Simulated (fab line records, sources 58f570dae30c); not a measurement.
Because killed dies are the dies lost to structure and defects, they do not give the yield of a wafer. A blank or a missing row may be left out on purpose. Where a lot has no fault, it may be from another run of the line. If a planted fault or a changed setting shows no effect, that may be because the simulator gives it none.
Matching of chambers || flow berkeleyCmos170 || UCB170_V1_ETCH_14 on rieDiel-01: 4 sister chambers
The step etches SiO2 in CHF3/CF4/Ar, stops on Al, target depth 1250 nm, time 291 s. 7 wafers are shown with their chamber, then 8 later ones without.

## WAFERS, EACH WITH ITS CHAMBER
{"wafer": "L491.4", "chamber": 3, "throttleValvePct (%)": 7.22, "drypumpMotorCurrentA (A)": 5.53}
{"wafer": "L493.4", "chamber": 3, "throttleValvePct (%)": 7.24, "drypumpMotorCurrentA (A)": 5.52}
{"wafer": "L493.6", "chamber": 2, "throttleValvePct (%)": 6.90, "drypumpMotorCurrentA (A)": 5.49}
{"wafer": "L496.2", "chamber": 0, "throttleValvePct (%)": 7.21, "drypumpMotorCurrentA (A)": 5.69}
{"wafer": "L496.4", "chamber": 1, "throttleValvePct (%)": 6.87, "drypumpMotorCurrentA (A)": 5.31}
{"wafer": "L496.5", "chamber": 1, "throttleValvePct (%)": 6.87, "drypumpMotorCurrentA (A)": 5.31}
{"wafer": "L495.4", "chamber": 0, "throttleValvePct (%)": 7.19, "drypumpMotorCurrentA (A)": 5.68}

## WAFERS MISSING THEIR CHAMBER
{"wafer": "L495.5", "throttleValvePct (%)": 6.88, "drypumpMotorCurrentA (A)": 5.49}
{"wafer": "L495.6", "throttleValvePct (%)": 7.22, "drypumpMotorCurrentA (A)": 5.52}
{"wafer": "L502.2", "throttleValvePct (%)": 6.88, "drypumpMotorCurrentA (A)": 5.50}
{"wafer": "L502.3", "throttleValvePct (%)": 7.19, "drypumpMotorCurrentA (A)": 5.69}
{"wafer": "L502.5", "throttleValvePct (%)": 7.20, "drypumpMotorCurrentA (A)": 5.70}
{"wafer": "L505.1", "throttleValvePct (%)": 6.89, "drypumpMotorCurrentA (A)": 5.49}
{"wafer": "L505.3", "throttleValvePct (%)": 7.24, "drypumpMotorCurrentA (A)": 5.54}
{"wafer": "L505.5", "throttleValvePct (%)": 6.88, "drypumpMotorCurrentA (A)": 5.51}

## EACH ONE'S CHAMBER
{"wafer": "L495.5", "from the rows above": 2, "in truth": 2}
{"wafer": "L495.6", "from the rows above": 3, "in truth": 3}
{"wafer": "L502.2", "from the rows above": 2, "in truth": 2}
{"wafer": "L502.3", "from the rows above": 0, "in truth": 0}
{"wafer": "L502.5", "from the rows above": 0, "in truth": 0}
{"wafer": "L505.1", "from the rows above": 2, "in truth": 2}
{"wafer": "L505.3", "from the rows above": 3, "in truth": 3}
{"wafer": "L505.5", "from the rows above": 2, "in truth": 2}
Placed correctly: 8 of 8. From these rows, 0 cannot be placed. 0 placed wrongly.
How it was worked out, from the rows above alone: a wafer's distance from a chamber is the root of the sum, over the readings, of the square of ((its reading less the chamber's mean) divided by the reading's scatter). The wafer belongs to the nearest chamber; if the next one is less than 2 further off, it can't be placed. The mean given for a chamber averages the wafers shown for that chamber. The scatter: the root of (the sum of the squares of (reading less its chamber's mean) over the shown wafers, divided by (wafers less chambers)).
